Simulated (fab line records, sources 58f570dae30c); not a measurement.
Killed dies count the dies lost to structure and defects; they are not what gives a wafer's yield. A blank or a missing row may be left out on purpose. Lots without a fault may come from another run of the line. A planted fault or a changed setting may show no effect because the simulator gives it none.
fab line records -- flow berkeley-cmos170
[record] lots = 24, wafers = 72, last-day = 12
route steps=331 shown PWELL@40 SACOX@99 CONTACT@235 M1@238 V1@270 M2@273
lots that met no fault: from a run of the same line without faults
start-h: hours from the record's opening day to when the first of the lot's shown wafers began -- wait-h: hours from the lot's prior step to this one -- " same as the row above -- L1.1+2: several wafers, shown together as one row -- - no value present, or no start provided -- * or withheld: withheld -- < > ~ a bound
route shown NAME@n: NAME is a module with steps in the file, n the number in the route of the first one -- usual: average and standard deviation across the fault-free wafers -- same: alike in all rows -- chamber/n: place in a boat -- sites: per-site readings -- _std_site: standard deviation of those values -- _edge_site: inner sites' mean taken away from outer sites' mean -- radius-mm: for every site, how far away it sits from the centre of the wafer -- mask NAME#n: copy n -- behind: the most recent tool/chamber to have shaped the wafer -- hold: the reason the lot was held/the length of the hold in hours/how it ended -- device: which transistor (n, p or np) failed to switch -- end of line: tests of these same wafers at the route's end -- for a step that has no rows: nothing shown but its recipe -- killed: dies that structure and defects cost at the first sort, which is not the same as the wafer's yield -- map: a wafer's dies, marking killed ones x, the rest . and places with no die _
set.NAME: setting as actually run; set.NAME@STEP: the setting as run at that earlier step -- model.NAME: the simulator's own value behind a step, which no gauge read
one table for each step of the route and one row for each wafer, over a sample of lots
services: when a tool's chamber went out of use (start-h, in hours from the record's first day, below 0 if earlier), for how many hours, and the reason
[[steps]]
[step UCB170_PWELL_THK_MEAS_06]
[recipe] reads = Si3N4_of_PWELL_CVD_05
[usual] PWELL_NITRIDE_THK = 220.3/1.7
lot.wafer,tool,chamber,start-h,wait-h,PWELL_NITRIDE_THK[nm]
L074.2,film-metro-03,-,52.01,0.0,221.7
L074.5,film-metro-03,-,52.01,0.0,222.6
L074.6,film-metro-03,-,52.01,0.0,220.5
L075.2,film-metro-02,-,52.01,0.0,220.9
L075.4,film-metro-02,-,52.01,0.0,221.2
L075.6,film-metro-02,-,52.01,0.0,222.1
L077.1,film-metro-03,-,60.34,0.0,222.2
L077.5,film-metro-03,-,60.34,0.0,221.1
L077.6,film-metro-03,-,60.34,0.0,220.5
L076.3,film-metro-02,-,60.36,0.0,220.8
L076.5,film-metro-02,-,60.36,0.0,220.9
L076.6,film-metro-02,-,60.36,0.0,219.0
L078.1,film-metro-02,-,66.28,0.0,223.2
L078.5,film-metro-02,-,66.28,0.0,223.7
L078.6,film-metro-02,-,66.28,0.0,222.8
L079.1,film-metro-02,-,74.91,0.0,220.2
L079.2,film-metro-02,-,74.91,0.0,220.9
L079.5,film-metro-02,-,74.91,0.0,220.2
L080.1,film-metro-03,-,75.53,0.0,221.1
L080.4,film-metro-03,-,75.53,0.0,220.0
L080.5,film-metro-03,-,75.53,0.0,220.4
L082.1,film-metro-02,-,90.72,0.0,220.7
L082.4,film-metro-02,-,90.72,0.0,218.8
L082.5,film-metro-02,-,90.72,0.0,220.2
L081.3,film-metro-03,-,90.73,0.0,219.3
L081.5,film-metro-03,-,90.73,0.0,221.1
L081.6,film-metro-03,-,90.73,0.0,221.2
L083.3,film-metro-03,-,94.61,0.0,222.8
L083.4,film-metro-03,-,94.61,0.0,221.0
L083.5,film-metro-03,-,94.61,0.0,220.5
L085.2,film-metro-03,-,97.82,0.0,220.7
L085.3,film-metro-03,-,97.82,0.0,222.2
L085.4,film-metro-03,-,97.82,0.0,223.0
L084.3,film-metro-02,-,97.83,0.0,220.1
L084.4,film-metro-02,-,97.83,0.0,219.7
L084.6,film-metro-02,-,97.83,0.0,220.8
L086.1,film-metro-03,-,116.81,0.0,218.6
L086.3,film-metro-03,-,116.81,0.0,219.8
L086.5,film-metro-03,-,116.81,0.0,220.0
L087.1,film-metro-02,-,116.82,0.0,217.0
L087.3,film-metro-02,-,116.82,0.0,218.1
L087.4,film-metro-02,-,116.82,0.0,218.4
L088.1,film-metro-03,-,116.87,0.1,217.7
L088.4,film-metro-03,-,116.87,0.1,220.6
L088.6,film-metro-03,-,116.87,0.1,220.0
L090.3,film-metro-02,-,126.08,0.0,216.6
L090.5,film-metro-02,-,126.08,0.0,217.6
L090.6,film-metro-02,-,126.08,0.0,218.1
L089.1,film-metro-03,-,126.09,0.0,220.4
L089.5,film-metro-03,-,126.09,0.0,220.0
L089.6,film-metro-03,-,126.09,0.0,221.1
L091.2,film-metro-02,-,130.58,0.0,216.1
L091.5,film-metro-02,-,130.58,0.0,217.0
L091.6,film-metro-02,-,130.58,0.0,216.6
L092.1,film-metro-03,-,136.01,0.0,218.0
L092.4,film-metro-03,-,136.01,0.0,217.3
L092.5,film-metro-03,-,136.01,0.0,219.5
L093.1,film-metro-02,-,144.31,0.0,218.4
L093.2,film-metro-02,-,144.31,0.0,220.7
L093.3,film-metro-02,-,144.31,0.0,221.7
L095.1,film-metro-03,-,152.58,0.0,223.6
L095.4,film-metro-03,-,152.58,0.0,221.4
L095.5,film-metro-03,-,152.58,0.0,223.0
L094.3,film-metro-02,-,152.60,0.0,223.1
L094.5,film-metro-02,-,152.60,0.0,220.4
L094.6,film-metro-02,-,152.60,0.0,222.4
L096.3,film-metro-03,-,155.59,0.0,221.6
L096.4,film-metro-03,-,155.59,0.0,221.7
L096.5,film-metro-03,-,155.59,0.0,220.8
L097.2,film-metro-02,-,161.32,0.0,220.8
L097.4,film-metro-02,-,161.32,0.0,220.3
L097.6,film-metro-02,-,161.32,0.0,221.0
[step UCB170_SACOX_THK_MEAS_02]
[recipe] reads = SiO2_of_SACOX_OXIDATION_01
[usual] SACOX_OXIDE_THK = 14.43/0.24
lot.wafer,tool,chamber,start-h,wait-h,SACOX_OXIDE_THK[nm]
L075.2,film-metro-03,-,99.23,0.2,14.69
L075.4,film-metro-03,-,99.23,0.2,14.46
L075.6,film-metro-03,-,99.23,0.2,14.78
L074.2,film-metro-03,-,99.29,0.2,14.52
L074.5,film-metro-03,-,99.29,0.2,14.28
L074.6,film-metro-03,-,99.29,0.2,14.44
L077.1,film-metro-03,-,104.98,0.0,14.48
L077.5,film-metro-03,-,104.98,0.0,14.46
L077.6,film-metro-03,-,104.98,0.0,14.54
L076.3,film-metro-04,-,105.00,0.0,14.42
L076.5,film-metro-04,-,105.00,0.0,14.27
L076.6,film-metro-04,-,105.00,0.0,14.23
L078.1,film-metro-03,-,118.06,0.0,14.31
L078.5,film-metro-03,-,118.06,0.0,14.31
L078.6,film-metro-03,-,118.06,0.0,14.30
L080.1,film-metro-03,-,123.91,0.0,14.38
L080.4,film-metro-03,-,123.91,0.0,14.32
L080.5,film-metro-03,-,123.91,0.0,14.47
L079.1,film-metro-03,-,123.97,0.1,14.53
L079.2,film-metro-03,-,123.97,0.1,14.59
L079.5,film-metro-03,-,123.97,0.1,14.54
L082.1,film-metro-03,-,135.85,0.0,14.21
L082.4,film-metro-03,-,135.85,0.0,14.23
L082.5,film-metro-03,-,135.85,0.0,14.40
L081.3,film-metro-04,-,135.87,0.0,14.44
L081.5,film-metro-04,-,135.87,0.0,14.50
L081.6,film-metro-04,-,135.87,0.0,14.09
L083.3,film-metro-03,-,146.68,0.1,14.89
L083.4,film-metro-03,-,146.68,0.1,14.94
L083.5,film-metro-03,-,146.68,0.1,14.73
L085.2,film-metro-04,-,151.29,0.0,14.41
L085.3,film-metro-04,-,151.29,0.0,14.32
L085.4,film-metro-04,-,151.29,0.0,14.39
L084.3,film-metro-03,-,151.30,0.0,14.57
L084.4,film-metro-03,-,151.30,0.0,14.70
L084.6,film-metro-03,-,151.30,0.0,14.46
L086.1,film-metro-01,-,168.62,0.0,14.67
L086.3,film-metro-01,-,168.62,0.0,14.71
L086.5,film-metro-01,-,168.62,0.0,14.80
L087.1,film-metro-04,-,168.62,0.0,14.48
L087.3,film-metro-04,-,168.62,0.0,14.60
L087.4,film-metro-04,-,168.62,0.0,14.59
L088.1,film-metro-01,-,168.68,0.1,14.49
L088.4,film-metro-01,-,168.68,0.1,14.67
L088.6,film-metro-01,-,168.68,0.1,14.44
L089.1,film-metro-04,-,181.46,0.0,14.43
L089.5,film-metro-04,-,181.46,0.0,14.62
L089.6,film-metro-04,-,181.46,0.0,14.80
L091.2,film-metro-03,-,181.47,0.0,14.61
L091.5,film-metro-03,-,181.47,0.0,14.19
L091.6,film-metro-03,-,181.47,0.0,14.60
L090.3,film-metro-01,-,181.48,0.0,14.33
L090.5,film-metro-01,-,181.48,0.0,14.35
L090.6,film-metro-01,-,181.48,0.0,14.31
L092.1,film-metro-01,-,187.62,0.0,14.33
L092.4,film-metro-01,-,187.62,0.0,14.31
L092.5,film-metro-01,-,187.62,0.0,14.20
L093.1,film-metro-03,-,198.40,0.0,14.75
L093.2,film-metro-03,-,198.40,0.0,14.62
L093.3,film-metro-03,-,198.40,0.0,14.69
L095.1,film-metro-01,-,204.69,0.0,14.25
L095.4,film-metro-01,-,204.69,0.0,14.27
L095.5,film-metro-01,-,204.69,0.0,14.15
L094.3,film-metro-03,-,204.71,0.0,14.37
L094.5,film-metro-03,-,204.71,0.0,14.07
L094.6,film-metro-03,-,204.71,0.0,14.36
L096.3,film-metro-04,-,204.71,0.0,14.58
L096.4,film-metro-04,-,204.71,0.0,14.55
L096.5,film-metro-04,-,204.71,0.0,14.31
L097.2,film-metro-04,-,215.98,0.0,13.78
L097.4,film-metro-04,-,215.98,0.0,13.69
L097.6,film-metro-04,-,215.98,0.0,13.74
[step UCB170_CONTACT_STRIP_19]
[recipe] chemistry = O2, power-w = 400, pressure-mtorr = 3500, platen-temp-c = withheld, o2-flow-sccm = 400, overash-fraction = 0.5
[usual] drypump-motor-current-A = 5.7/0.45, oes-product-au = 0.725/0.0046
[same] overash-fraction = 0.5
lot.wafer,tool,chamber,start-h,wait-h,drypump-motor-current-A,oes-product-au,rf-hours-counter-h
L075.2,plasma-asher-03,1,149.45,-,6.0,0.721,48
L075.4,plasma-asher-03,1,149.45,-,6.0,0.731,-
L075.6,plasma-asher-03,0,149.45,-,5.7,0.727,-
L077.1,plasma-asher-01,0,150.87,-,5.6,0.727,4
L077.5,plasma-asher-01,1,150.87,-,5.1,0.723,-
L077.6,plasma-asher-01,0,150.87,-,5.6,0.722,-
L076.3,plasma-asher-03,1,151.02,-,6.0,0.718,-
L076.5,plasma-asher-03,1,151.02,-,6.0,0.730,-
L076.6,plasma-asher-03,0,151.02,-,5.7,0.726,-
L074.2,plasma-asher-04,0,151.15,-,5.1,0.731,36
L074.5,plasma-asher-04,1,151.15,-,6.3,0.724,-
L074.6,plasma-asher-04,0,151.15,-,5.1,0.732,-
L078.1,plasma-asher-03,1,160.26,-,6.0,0.724,49
L078.5,plasma-asher-03,1,160.26,-,6.0,0.736,-
L078.6,plasma-asher-03,0,160.26,-,5.7,0.721,-
L079.1,plasma-asher-01,1,170.57,-,5.1,0.731,6
L079.2,plasma-asher-01,0,170.57,-,5.6,0.723,6
L079.5,plasma-asher-01,0,170.57,-,5.6,0.732,-
L080.1,plasma-asher-03,1,171.20,-,6.0,0.729,50
L080.4,plasma-asher-03,1,171.20,-,6.0,0.732,-
L080.5,plasma-asher-03,1,171.20,-,6.1,0.720,-
L082.1,plasma-asher-03,1,187.66,-,6.0,0.726,52
L082.4,plasma-asher-03,1,187.66,-,6.0,0.718,-
L082.5,plasma-asher-03,1,187.66,-,6.0,0.725,-
L081.3,plasma-asher-04,0,187.93,-,5.1,0.715,-
L081.5,plasma-asher-04,1,187.93,-,6.3,0.725,-
L081.6,plasma-asher-04,0,187.93,-,5.1,0.722,-
L083.3,plasma-asher-04,0,190.72,-,5.1,0.720,-
L083.4,plasma-asher-04,1,190.72,-,6.4,0.726,-
L083.5,plasma-asher-04,1,190.72,-,6.3,0.729,-
L084.3,plasma-asher-03,1,203.24,-,6.0,0.729,-
L084.4,plasma-asher-03,0,203.24,-,5.6,0.723,-
L084.6,plasma-asher-03,1,203.24,-,6.0,0.730,-
L085.2,plasma-asher-01,0,204.91,-,5.6,0.719,9
L085.3,plasma-asher-01,0,204.91,-,5.6,0.721,-
L085.4,plasma-asher-01,1,204.91,-,5.1,0.729,-
L086.1,plasma-asher-01,1,212.81,-,5.1,0.726,10
L086.3,plasma-asher-01,1,212.81,-,5.1,0.726,-
L086.5,plasma-asher-01,0,212.81,-,5.6,0.718,-
L088.1,plasma-asher-01,0,213.95,-,5.6,0.724,10
L088.4,plasma-asher-01,0,213.95,-,5.6,0.722,-
L088.6,plasma-asher-01,0,213.95,-,5.6,0.724,-
L087.1,plasma-asher-04,1,214.19,-,6.3,0.725,43
L087.3,plasma-asher-04,1,214.19,-,6.3,0.719,-
L087.4,plasma-asher-04,0,214.19,-,5.1,0.721,-
L090.3,plasma-asher-04,1,232.00,-,6.3,0.725,-
L090.5,plasma-asher-04,0,232.00,-,5.1,0.725,-
L090.6,plasma-asher-04,1,232.00,-,6.4,0.728,-
L089.1,plasma-asher-01,0,232.20,-,5.6,0.720,12
L089.5,plasma-asher-01,1,232.20,-,5.1,0.725,-
L089.6,plasma-asher-01,0,232.20,-,5.6,0.724,-
L091.2,plasma-asher-03,1,232.32,-,6.0,0.719,56
L091.5,plasma-asher-03,0,232.32,-,5.6,0.727,-
L091.6,plasma-asher-03,1,232.32,-,6.0,0.723,-
L092.1,plasma-asher-03,0,238.72,-,5.6,0.726,57
L092.4,plasma-asher-03,0,238.72,-,5.6,0.723,-
L092.5,plasma-asher-03,0,238.72,-,5.6,0.717,-
L093.1,plasma-asher-04,1,251.48,-,6.3,0.721,46
L093.2,plasma-asher-04,0,251.48,-,5.1,0.727,46
L093.3,plasma-asher-04,1,251.48,-,6.3,0.724,-
L094.3,plasma-asher-04,1,257.00,-,6.3,0.720,-
L094.5,plasma-asher-04,0,257.00,-,5.1,0.715,-
L094.6,plasma-asher-04,1,257.00,-,6.3,0.729,-
L095.1,plasma-asher-01,0,257.24,-,5.6,0.733,14
L095.4,plasma-asher-01,0,257.24,-,5.6,0.725,-
L095.5,plasma-asher-01,1,257.24,-,5.1,0.720,-
L096.3,plasma-asher-03,0,257.31,-,5.6,0.725,-
L096.4,plasma-asher-03,1,257.31,-,6.0,0.725,-
L096.5,plasma-asher-03,1,257.31,-,6.0,0.728,-
L097.2,plasma-asher-04,0,264.53,-,5.1,0.727,48
L097.4,plasma-asher-04,0,264.53,-,5.1,0.727,-
L097.6,plasma-asher-04,0,264.53,-,5.1,0.725,-
[step UCB170_M1_SPUTTER_00]
[recipe] material = Al, target-thk-nm = 600, time-s = 80, power-w = 6000, chamber-pressure-pa = 0.5
[usual] cathode-dc-power-W = 6000.1/1.1, throttle-valve-pct = 30.1/1.3
[same] time-s = 80
lot.wafer,tool,chamber,start-h,wait-h,cathode-dc-power-W,throttle-valve-pct
L075.2,pvd-sputter-04,-,149.87,0.0,5998.6,31.5
L075.4,pvd-sputter-04,-,149.87,0.0,6002.2,31.3
L075.6,pvd-sputter-04,-,149.87,0.0,5999.6,31.1
L077.1,pvd-sputter-03,-,151.27,0.0,6001.0,30.9
L077.5,pvd-sputter-03,-,151.27,0.0,6000.4,31.0
L077.6,pvd-sputter-03,-,151.27,0.0,6000.4,30.9
L076.3,pvd-sputter-01,-,151.40,0.0,6000.3,27.0
L076.5,pvd-sputter-01,-,151.40,0.0,5999.2,29.2
L076.6,pvd-sputter-01,-,151.40,0.0,5999.3,27.3
L074.2,pvd-sputter-04,-,151.55,0.0,5999.0,29.6
L074.5,pvd-sputter-04,-,151.55,0.0,5999.1,29.5
L074.6,pvd-sputter-04,-,151.55,0.0,5998.2,30.2
L078.1,pvd-sputter-04,-,162.72,0.0,5997.9,29.3
L078.5,pvd-sputter-04,-,162.72,0.0,6000.5,29.2
L078.6,pvd-sputter-04,-,162.72,0.0,5999.5,31.5
L079.1,pvd-sputter-03,-,170.96,0.0,6000.1,31.6
L079.2,pvd-sputter-03,-,170.96,0.0,5999.4,30.6
L079.5,pvd-sputter-03,-,170.96,0.0,6001.2,31.6
L080.1,pvd-sputter-04,-,171.59,0.0,6000.4,30.1
L080.4,pvd-sputter-04,-,171.59,0.0,6002.2,29.6
L080.5,pvd-sputter-04,-,171.59,0.0,5998.8,31.4
L082.1,pvd-sputter-03,-,188.05,0.0,6000.4,31.9
L082.4,pvd-sputter-03,-,188.05,0.0,5999.2,30.5
L082.5,pvd-sputter-03,-,188.05,0.0,6000.9,30.8
L081.3,pvd-sputter-01,-,188.31,0.0,6000.6,29.5
L081.5,pvd-sputter-01,-,188.31,0.0,6000.3,30.0
L081.6,pvd-sputter-01,-,188.31,0.0,5999.7,29.5
L083.3,pvd-sputter-04,-,191.11,0.0,6001.8,30.1
L083.4,pvd-sputter-04,-,191.11,0.0,6000.5,29.3
L083.5,pvd-sputter-04,-,191.11,0.0,6000.2,30.2
L084.3,pvd-sputter-03,-,203.60,0.0,5999.9,31.5
L084.4,pvd-sputter-03,-,203.60,0.0,6000.7,30.7
L084.6,pvd-sputter-03,-,203.60,0.0,5999.6,31.1
L085.2,pvd-sputter-01,-,205.32,0.0,5998.7,27.1
L085.3,pvd-sputter-01,-,205.32,0.0,5999.8,29.1
L085.4,pvd-sputter-01,-,205.32,0.0,5997.1,29.3
L086.1,pvd-sputter-03,-,213.20,0.0,6001.0,31.1
L086.3,pvd-sputter-03,-,213.20,0.0,6000.3,31.2
L086.5,pvd-sputter-03,-,213.20,0.0,5998.3,30.9
L088.1,pvd-sputter-04,-,214.34,0.0,5999.7,30.2
L088.4,pvd-sputter-04,-,214.34,0.0,5998.5,29.6
L088.6,pvd-sputter-04,-,214.34,0.0,5999.5,30.3
L087.1,pvd-sputter-01,-,214.58,0.0,6001.6,29.0
L087.3,pvd-sputter-01,-,214.58,0.0,6000.7,27.4
L087.4,pvd-sputter-01,-,214.58,0.0,6000.5,26.9
L090.3,pvd-sputter-03,-,232.36,0.0,5999.9,31.0
L090.5,pvd-sputter-03,-,232.36,0.0,6001.1,30.9
L090.6,pvd-sputter-03,-,232.36,0.0,6002.7,30.8
L089.1,pvd-sputter-01,-,232.60,0.0,5999.9,27.1
L089.5,pvd-sputter-01,-,232.60,0.0,5999.6,29.1
L089.6,pvd-sputter-01,-,232.60,0.0,5998.0,27.2
L091.2,pvd-sputter-03,-,232.89,0.0,5999.8,30.8
L091.5,pvd-sputter-03,-,232.89,0.0,6001.1,30.9
L091.6,pvd-sputter-03,-,232.89,0.0,5998.5,31.9
L092.1,pvd-sputter-01,-,239.34,0.0,6000.1,27.1
L092.4,pvd-sputter-01,-,239.34,0.0,5999.0,29.2
L092.5,pvd-sputter-01,-,239.34,0.0,5999.7,27.1
L093.1,pvd-sputter-01,-,251.88,0.0,6000.4,29.2
L093.2,pvd-sputter-01,-,251.88,0.0,5999.7,27.5
L093.3,pvd-sputter-01,-,251.88,0.0,6000.8,29.6
L094.3,pvd-sputter-03,-,257.37,0.0,6000.1,30.8
L094.5,pvd-sputter-03,-,257.37,0.0,6000.5,30.9
L094.6,pvd-sputter-03,-,257.37,0.0,6000.7,31.7
L095.1,pvd-sputter-01,-,257.66,0.0,6001.4,30.2
L095.4,pvd-sputter-01,-,257.66,0.0,6001.0,29.3
L095.5,pvd-sputter-01,-,257.66,0.0,6001.8,27.0
L096.3,pvd-sputter-04,-,257.82,0.0,5999.5,29.6
L096.4,pvd-sputter-04,-,257.82,0.0,5999.8,31.1
L096.5,pvd-sputter-04,-,257.82,0.0,5999.0,31.3
L097.2,pvd-sputter-01,-,264.93,0.0,6001.4,29.4
L097.4,pvd-sputter-01,-,264.93,0.0,5998.2,27.3
L097.6,pvd-sputter-01,-,264.93,0.0,5999.7,29.2
[step UCB170_V1_CD_MEAS_90]
[recipe] target-cd-nm = 700
[usual] cd-nm = 700.2/1.3
lot.wafer,tool,chamber,start-h,wait-h,cd-nm
L077.1,cd-sem-02,-,160.65,0.1,700.7
L077.5,cd-sem-02,-,160.65,0.1,698.5
L077.6,cd-sem-02,-,160.65,0.1,698.7
L075.2,cd-sem-02,-,161.18,0.1,700.8
L075.4,cd-sem-02,-,161.18,0.1,703.1
L075.6,cd-sem-02,-,161.18,0.1,701.6
L076.3,cd-sem-02,-,161.41,0.1,700.5
L076.5,cd-sem-02,-,161.41,0.1,700.5
L076.6,cd-sem-02,-,161.41,0.1,699.0
L074.2,cd-sem-01,-,161.45,0.1,703.5
L074.5,cd-sem-01,-,161.45,0.1,701.8
L074.6,cd-sem-01,-,161.45,0.1,701.3
L078.1,cd-sem-01,-,173.58,0.1,699.9
L078.5,cd-sem-01,-,173.58,0.1,698.5
L078.6,cd-sem-01,-,173.58,0.1,699.3
L080.1,cd-sem-01,-,179.69,0.1,700.5
L080.4,cd-sem-01,-,179.69,0.1,699.8
L080.5,cd-sem-01,-,179.69,0.1,701.0
L079.1,cd-sem-02,-,179.81,0.1,701.7
L079.2,cd-sem-02,-,179.81,0.1,700.9
L079.5,cd-sem-02,-,179.81,0.1,700.8
L081.3,cd-sem-02,-,197.16,0.1,697.4
L081.5,cd-sem-02,-,197.16,0.1,701.8
L081.6,cd-sem-02,-,197.16,0.1,698.5
L082.1,cd-sem-01,-,197.40,0.1,701.1
L082.4,cd-sem-01,-,197.40,0.1,701.4
L082.5,cd-sem-01,-,197.40,0.1,701.2
L083.3,cd-sem-02,-,200.89,0.1,700.9
L083.4,cd-sem-02,-,200.89,0.1,698.1
L083.5,cd-sem-02,-,200.89,0.1,697.7
L084.3,cd-sem-01,-,212.47,0.1,698.8
L084.4,cd-sem-01,-,212.47,0.1,698.8
L084.6,cd-sem-01,-,212.47,0.1,699.6
L085.2,cd-sem-01,-,212.69,0.1,699.6
L085.3,cd-sem-01,-,212.69,0.1,697.8
L085.4,cd-sem-01,-,212.69,0.1,699.6
L086.1,cd-sem-01,-,222.52,0.1,699.8
L086.3,cd-sem-01,-,222.52,0.1,698.9
L086.5,cd-sem-01,-,222.52,0.1,698.4
L088.1,cd-sem-01,-,222.79,0.1,700.4
L088.4,cd-sem-01,-,222.79,0.1,700.8
L088.6,cd-sem-01,-,222.79,0.1,700.8
L087.1,cd-sem-02,-,223.06,0.1,700.9
L087.3,cd-sem-02,-,223.06,0.1,699.6
L087.4,cd-sem-02,-,223.06,0.1,700.5
L089.1,cd-sem-01,-,242.57,0.1,699.7
L089.5,cd-sem-01,-,242.57,0.1,699.2
L089.6,cd-sem-01,-,242.57,0.1,700.5
L090.3,cd-sem-01,-,242.73,0.1,699.5
L090.5,cd-sem-01,-,242.73,0.1,698.8
L090.6,cd-sem-01,-,242.73,0.1,700.1
L091.2,cd-sem-02,-,243.14,0.1,700.4
L091.5,cd-sem-02,-,243.14,0.1,700.6
L091.6,cd-sem-02,-,243.14,0.1,699.3
L092.1,cd-sem-02,-,247.25,0.1,700.9
L092.4,cd-sem-02,-,247.25,0.1,700.7
L092.5,cd-sem-02,-,247.25,0.1,702.0
L093.1,cd-sem-02,-,260.31,0.1,701.1
L093.2,cd-sem-02,-,260.31,0.1,700.5
L093.3,cd-sem-02,-,260.31,0.1,701.0
L094.3,cd-sem-01,-,265.95,0.1,699.6
L094.5,cd-sem-01,-,265.95,0.1,701.2
L094.6,cd-sem-01,-,265.95,0.1,699.5
L095.1,cd-sem-02,-,266.46,0.1,700.2
L095.4,cd-sem-02,-,266.46,0.1,700.9
L095.5,cd-sem-02,-,266.46,0.1,699.9
L096.3,cd-sem-01,-,266.78,0.1,702.6
L096.4,cd-sem-01,-,266.78,0.1,703.0
L096.5,cd-sem-01,-,266.78,0.1,702.1
L097.2,cd-sem-01,-,276.96,0.2,698.3
L097.4,cd-sem-01,-,276.96,0.2,698.4
L097.6,cd-sem-01,-,276.96,0.2,698.3
[step UCB170_M2_RS_MEAS_02]
[recipe] thk-meas-gauge = four-point-probe, reads = Al_of_M2_SPUTTER_01
[usual] M2_AL_RS = 0.0330/0.00034
lot.wafer,tool,chamber,start-h,wait-h,M2_AL_RS[ohm/sq]
L077.1,film-metro-01,-,160.92,0.0,0.0327
L077.5,film-metro-01,-,160.92,0.0,0.0331
L077.6,film-metro-01,-,160.92,0.0,0.0330
L075.2,film-metro-01,-,161.45,0.1,0.0328
L075.4,film-metro-01,-,161.45,0.1,0.0336
L075.6,film-metro-01,-,161.45,0.1,0.0337
L076.3,film-metro-03,-,161.68,0.1,0.0325
L076.5,film-metro-03,-,161.68,0.1,0.0325
L076.6,film-metro-03,-,161.68,0.1,0.0328
L074.2,film-metro-02,-,161.72,0.1,0.0324
L074.5,film-metro-02,-,161.72,0.1,0.0323
L074.6,film-metro-02,-,161.72,0.1,0.0327
L078.1,film-metro-02,-,173.85,0.0,0.0334
L078.5,film-metro-02,-,173.85,0.0,0.0333
L078.6,film-metro-02,-,173.85,0.0,0.0331
L080.1,film-metro-03,-,179.96,0.0,0.0334
L080.4,film-metro-03,-,179.96,0.0,0.0332
L080.5,film-metro-03,-,179.96,0.0,0.0335
L079.1,film-metro-02,-,180.08,0.0,0.0333
L079.2,film-metro-02,-,180.08,0.0,0.0332
L079.5,film-metro-02,-,180.08,0.0,0.0330
L081.3,film-metro-01,-,197.43,0.1,0.0333
L081.5,film-metro-01,-,197.43,0.1,0.0336
L081.6,film-metro-01,-,197.43,0.1,0.0331
L082.1,film-metro-02,-,197.67,0.0,0.0327
L082.4,film-metro-02,-,197.67,0.0,0.0332
L082.5,film-metro-02,-,197.67,0.0,0.0326
L083.3,film-metro-02,-,201.16,0.1,0.0330
L083.4,film-metro-02,-,201.16,0.1,0.0330
L083.5,film-metro-02,-,201.16,0.1,0.0329
L084.3,film-metro-01,-,212.74,0.1,0.0324
L084.4,film-metro-01,-,212.74,0.1,0.0326
L084.6,film-metro-01,-,212.74,0.1,0.0322
L085.2,film-metro-02,-,212.96,0.1,0.0331
L085.3,film-metro-02,-,212.96,0.1,0.0329
L085.4,film-metro-02,-,212.96,0.1,0.0330
L086.1,film-metro-03,-,222.79,0.0,0.0331
L086.3,film-metro-03,-,222.79,0.0,0.0328
L086.5,film-metro-03,-,222.79,0.0,0.0330
L088.1,film-metro-01,-,223.06,0.0,0.0332
L088.4,film-metro-01,-,223.06,0.0,0.0329
L088.6,film-metro-01,-,223.06,0.0,0.0330
L087.1,film-metro-03,-,223.33,0.0,0.0329
L087.3,film-metro-03,-,223.33,0.0,0.0329
L087.4,film-metro-03,-,223.33,0.0,0.0332
L089.1,film-metro-01,-,242.84,0.0,0.0327
L089.5,film-metro-01,-,242.84,0.0,0.0329
L089.6,film-metro-01,-,242.84,0.0,0.0331
L090.3,film-metro-03,-,243.03,0.1,0.0325
L090.5,film-metro-03,-,243.03,0.1,0.0327
L090.6,film-metro-03,-,243.03,0.1,0.0324
L091.2,film-metro-01,-,243.41,0.1,0.0333
L091.5,film-metro-01,-,243.41,0.1,0.0329
L091.6,film-metro-01,-,243.41,0.1,0.0336
L092.1,film-metro-03,-,247.52,0.0,0.0333
L092.4,film-metro-03,-,247.52,0.0,0.0328
L092.5,film-metro-03,-,247.52,0.0,0.0332
L093.1,film-metro-03,-,260.58,0.0,0.0328
L093.2,film-metro-03,-,260.58,0.0,0.0332
L093.3,film-metro-03,-,260.58,0.0,0.0333
L094.3,film-metro-01,-,266.22,0.1,0.0326
L094.5,film-metro-01,-,266.22,0.1,0.0332
L094.6,film-metro-01,-,266.22,0.1,0.0328
L095.1,film-metro-03,-,266.73,0.0,0.0324
L095.4,film-metro-03,-,266.73,0.0,0.0324
L095.5,film-metro-03,-,266.73,0.0,0.0323
L096.3,film-metro-01,-,267.05,0.1,0.0329
L096.4,film-metro-01,-,267.05,0.1,0.0327
L096.5,film-metro-01,-,267.05,0.1,0.0330
L097.2,film-metro-03,-,277.23,0.1,0.0330
L097.4,film-metro-03,-,277.23,0.1,0.0332
L097.6,film-metro-03,-,277.23,0.1,0.0332
[[services]]
tool,chamber,start-h,hours,kind
pvd-sputter-01,-,125.54,2.8,repair
plasma-asher-04,-,132.72,7.5,repair
plasma-asher-01,-,135.29,4.2,repair
pvd-sputter-03,-,141.20,1.7,repair
plasma-asher-01,-,145.96,1.3,repair
pvd-sputter-03,-,165.25,4.1,repair
plasma-asher-03,-,179.76,2.8,pm
pvd-sputter-01,3,204.91,-,consumable-replace:kit
pvd-sputter-01,3,204.91,18.0,scheduled-down
pvd-sputter-01,3,204.91,18.0,vent-cycle
plasma-asher-01,-,224.92,3.4,repair
plasma-asher-03,-,238.95,1.1,repair
plasma-asher-04,-,239.77,2.8,pm
plasma-asher-03,-,259.13,2.4,repair
[[key]]
fault none
